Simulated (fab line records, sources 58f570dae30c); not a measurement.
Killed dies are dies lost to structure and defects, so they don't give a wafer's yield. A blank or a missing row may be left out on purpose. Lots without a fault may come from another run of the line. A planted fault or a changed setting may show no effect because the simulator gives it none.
Which tool did it? | flow berkeley_cmos170 | 12 lots, 36 wafers sampled, at 5 steps of a route of 331

WHAT THE GAUGES READ, wafer by wafer
UCB170_NSD_CD_MEAS_06: target cd 1200 nm. Usual: cd_nm 1200.0 nm, standard deviation 1.5.
lot  | measured     | on        | cd_nm (nm)           | flag
L762 | day 8 06:47  | cd_sem-02 | 1199.4 1198.8 1200.2 |
L763 | day 8 06:29  | cd_sem-01 | 1198.5 1197.2 1196.6 |
L767 | day 9 06:50  | cd_sem-01 | 1231.6 1202.5 1221.5 | OFF
L768 | day 9 06:12  | cd_sem-01 | 1215.5 1229.6 1200.2 | OFF
L778 | day 10 21:28 | cd_sem-01 | 1201.9 1202.8 1203.0 |
L780 | day 11 22:44 | cd_sem-01 | 1203.0 1202.2 1202.2 |
L779 | day 11 23:35 | cd_sem-01 | 1200.2 1200.0 1201.3 |
L781 | day 12 06:39 | cd_sem-01 | 1200.0 1201.5 1201.3 |
L782 | day 11 23:21 | cd_sem-02 | 1199.8 1199.6 1200.2 |
L783 | day 12 05:53 | cd_sem-01 | 1201.3 1201.3 1200.3 |
L784 | day 11 23:52 | cd_sem-02 | 1198.5 1199.0 1198.1 |
L785 | day 12 06:35 | cd_sem-02 | 1200.6 1200.7 1201.0 |

WHICH TOOL RAN EACH LOT (tool, then ch and the chambers of the sampled wafers, then the start)
lot  | UCB170_ZERO_STRIP_07                | UCB170_NWELL_ETCH_13              | UCB170_GATE_STRIP_16                 | UCB170_NSD_EXPOSE_03
L762 | plasma_asher-03 ch 0,1, day 1 22:46 | rie_diel-01 ch 1,2,3, day 2 15:56 | plasma_asher-04 ch 0,1, day 7 17:17  | krf_scanner-02 ch 0, day 8 05:42
L763 | plasma_asher-01 ch 0,1, day 2 05:22 | rie_diel-01 ch 0,2,3, day 2 21:20 | plasma_asher-01 ch 0,1, day 7 17:02  | krf_scanner-01 ch 0, day 8 05:26
L767 | plasma_asher-03 ch 0,1, day 3 01:05 | rie_diel-01 ch 1,2,3, day 3 14:38 | plasma_asher-01 ch 1, day 8 17:57    | krf_scanner-01 ch 0, day 9 05:50
L768 | plasma_asher-01 ch 0,1, day 3 01:22 | rie_diel-04 ch 0,2,3, day 3 14:31 | plasma_asher-02 ch 0,1, day 8 17:35  | krf_scanner-01 ch 0, day 9 05:25
L778 | plasma_asher-03 ch 0,1, day 5 07:26 | rie_diel-01 ch 0,1, day 6 00:23   | plasma_asher-01 ch 0,1, day 10 07:02 | krf_scanner-02 ch 0, day 10 20:44
L780 | plasma_asher-03 ch 0,1, day 5 13:04 | rie_diel-01 ch 1,3, day 6 12:17   | plasma_asher-01 ch 0,1, day 11 08:31 | krf_scanner-02 ch 0, day 11 22:21
L779 | plasma_asher-04 ch 0,1, day 5 13:20 | rie_diel-02 ch 0,1,2, day 6 12:32 | plasma_asher-04 ch 0,1, day 11 08:48 | krf_scanner-02 ch 0, day 11 22:49
L781 | plasma_asher-04 ch 0,1, day 6 02:08 | rie_diel-04 ch 0,1,3, day 6 19:22 | plasma_asher-04 ch 0,1, day 11 13:07 | krf_scanner-02 ch 0, day 12 06:05
L782 | plasma_asher-03 ch 0,1, day 6 02:25 | rie_diel-04 ch 0,3, day 6 20:14   | plasma_asher-02 ch 0,1, day 11 09:11 | krf_scanner-01 ch 0, day 11 22:37
L783 | plasma_asher-03 ch 0,1, day 6 11:00 | rie_diel-01 ch 0,1,3, day 7 00:51 | plasma_asher-02 ch 1, day 11 12:48   | krf_scanner-02 ch 0, day 12 05:29
L784 | plasma_asher-01 ch 0,1, day 6 11:14 | rie_diel-02 ch 0,3, day 7 01:34   | plasma_asher-02 ch 0,1, day 11 08:32 | krf_scanner-02 ch 0, day 11 22:56
L785 | plasma_asher-04 ch 0,1, day 6 19:09 | rie_diel-01 ch 0,1,2, day 7 12:56 | plasma_asher-01 ch 0,1, day 11 19:39 | krf_scanner-02 ch 0, day 12 05:52
- UCB170_ZERO_STRIP_07: strips in O2.
- UCB170_NWELL_ETCH_13: etches Si3N4 in CH3F/Ar/O2, stops on SiO2, target depth 246.4 nm, time 154 s.
- UCB170_GATE_STRIP_16: strips in O2.
- UCB170_NSD_EXPOSE_03: exposes mask NSELECT MOD, target cd 1200 nm.

WHAT THE TOOLS THEMSELVES READ (means of the sampled wafers that have a number; where no wafer has one, the mark that the record gives instead)
UCB170_ZERO_STRIP_07. Usual: drypump_motor_current_A 5.6 A, standard deviation 0.71; o2_flow_sccm 400.0 sccm, standard deviation 1.3; oes_product_au 0.727 a.u., standard deviation 0.0044; strip_time_to_endpoint_s 21.49 s, standard deviation 0.063.
lot  | tool            | drypump_motor_current_A (A) | o2_flow_sccm (sccm) | oes_product_au (a.u.) | strip_time_to_endpoint_s (s) | flag
L762 | plasma_asher-03 | 6.0                         | 400.1               | 0.724                 | 21.47                        |
L763 | plasma_asher-01 | 5.6                         | 400.4               | 0.725                 | 21.45                        |
L767 | plasma_asher-03 | 5.5                         | 400.0               | 0.725                 | 21.43                        |
L768 | plasma_asher-01 | 5.6                         | 400.8               | 0.725                 | 21.44                        |
L778 | plasma_asher-03 | 6.0                         | 401.2               | 0.725                 | 21.55                        |
L780 | plasma_asher-03 | 6.0                         | 399.5               | 0.726                 | 21.49                        |
L779 | plasma_asher-04 | 5.1                         | 398.7               | 0.728                 | 21.54                        |
L781 | plasma_asher-04 | 5.3                         | 400.5               | 0.731                 | 21.41                        |
L782 | plasma_asher-03 | 6.0                         | 400.0               | 0.730                 | 21.53                        |
L783 | plasma_asher-03 | 6.0                         | 398.0               | 0.725                 | 21.64                        |
L784 | plasma_asher-01 | 5.6                         | 399.9               | 0.724                 | 21.49                        |
L785 | plasma_asher-04 | 5.3                         | 399.6               | 0.728                 | 21.56                        |

UCB170_NWELL_ETCH_13. Usual: drypump_motor_current_A 6.0 A, standard deviation 0.44; oes_product_au 0.945 a.u., standard deviation 0.019; throttle_valve_pct 8.03 %, standard deviation 0.14.
lot  | tool        | drypump_motor_current_A (A) | oes_product_au (a.u.) | throttle_valve_pct (%) | flag
L762 | rie_diel-01 | 6.0                         | 0.952                 | 8.05                   |
L763 | rie_diel-01 | 6.2                         | 0.953                 | 8.06                   |
L767 | rie_diel-01 | 6.0                         | 0.952                 | 8.04                   |
L768 | rie_diel-04 | 5.7                         | 0.934                 | 8.00                   |
L778 | rie_diel-01 | 5.8                         | 0.963                 | 8.10                   |
L780 | rie_diel-01 | 6.3                         | 0.965                 | 7.90                   |
L779 | rie_diel-02 | 5.8                         | 0.917                 | 8.11                   |
L781 | rie_diel-04 | 6.0                         | 0.945                 | 8.00                   |
L782 | rie_diel-04 | 5.7                         | 0.928                 | 8.00                   |
L783 | rie_diel-01 | 6.2                         | 0.967                 | 8.01                   |
L784 | rie_diel-02 | 5.8                         | 0.932                 | 7.94                   |
L785 | rie_diel-01 | 5.8                         | 0.951                 | 8.14                   |

UCB170_GATE_STRIP_16. Usual: drypump_motor_current_A 5.8 A, standard deviation 0.53; o2_flow_sccm 400.0 sccm, standard deviation 1.2; oes_product_au 0.724 a.u., standard deviation 0.0044.
lot  | tool            | drypump_motor_current_A (A) | o2_flow_sccm (sccm) | oes_product_au (a.u.) | flag
L762 | plasma_asher-04 | 5.3                         | 400.7               | 0.725                 |
L763 | plasma_asher-01 | 6.0                         | 400.9               | 0.724                 |
L767 | plasma_asher-01 | 5.1                         | 399.1               | 0.721                 |
L768 | plasma_asher-02 | 6.0                         | 399.6               | 0.726                 |
L778 | plasma_asher-01 | 6.0                         | 400.1               | 0.727                 |
L780 | plasma_asher-01 | 6.0                         | 399.9               | 0.726                 |
L779 | plasma_asher-04 | 5.3                         | 399.6               | 0.725                 |
L781 | plasma_asher-04 | 5.1                         | 399.8               | 0.724                 |
L782 | plasma_asher-02 | 6.1                         | 400.1               | 0.721                 |
L783 | plasma_asher-02 | 6.0                         | 400.8               | 0.725                 |
L784 | plasma_asher-02 | 6.1                         | 399.7               | 0.723                 |
L785 | plasma_asher-01 | 6.0                         | 399.9               | 0.719                 |

UCB170_NSD_EXPOSE_03. Usual: exposure_dose_mJ_cm2 29.996, standard deviation 0.029; stage_vel_mm_s 500.00 mm/s, standard deviation 0.24.
lot  | tool           | exposure_dose_mJ_cm2 | stage_vel_mm_s (mm/s) | flag
L762 | krf_scanner-02 | 30.010               | 499.59                |
L763 | krf_scanner-01 | 30.021               | 499.81                |
L767 | krf_scanner-01 | 29.500               | 499.90                | OFF
L768 | krf_scanner-01 | 29.533               | 500.13                | OFF
L778 | krf_scanner-02 | 29.997               | 499.96                |
L780 | krf_scanner-02 | 29.999               | 499.99                |
L779 | krf_scanner-02 | 29.988               | 500.08                |
L781 | krf_scanner-02 | 29.958               | 499.79                |
L782 | krf_scanner-01 | 29.978               | 500.16                |
L783 | krf_scanner-02 | 29.986               | 500.02                |
L784 | krf_scanner-02 | 29.965               | 499.94                |
L785 | krf_scanner-02 | 29.997               | 499.83                |

THE ANSWER, worked out from the rows above alone
Rule: a lot is off if the mean of its wafers that have a number lies more than 3 standard deviations from the usual mean. A lot without any number at a reading at which 4 lots or more have one is off too. The other lots that the step has rows for count as sound. The gauges are gone through in route order, then the tools' own readings, and for those a lot's mean is taken as printed above. The first step at which some lot is off is used, and at that step the reading that is off furthest; a lot without a number counts as furthest.
Off: L767, L768, at UCB170_NSD_CD_MEAS_06 (cd_nm).
A tool fits if, at a process step before that reading, it ran every lot that is off, and no sound lot after the first of them. The gauges at UCB170_NSD_CD_MEAS_06 aren't tried: what is off there is off at UCB170_NSD_EXPOSE_03 too, on other tools, and a gauge's error can't cause that. None of those tried fits.

WHAT THE SIMULATOR HAD PUT IN
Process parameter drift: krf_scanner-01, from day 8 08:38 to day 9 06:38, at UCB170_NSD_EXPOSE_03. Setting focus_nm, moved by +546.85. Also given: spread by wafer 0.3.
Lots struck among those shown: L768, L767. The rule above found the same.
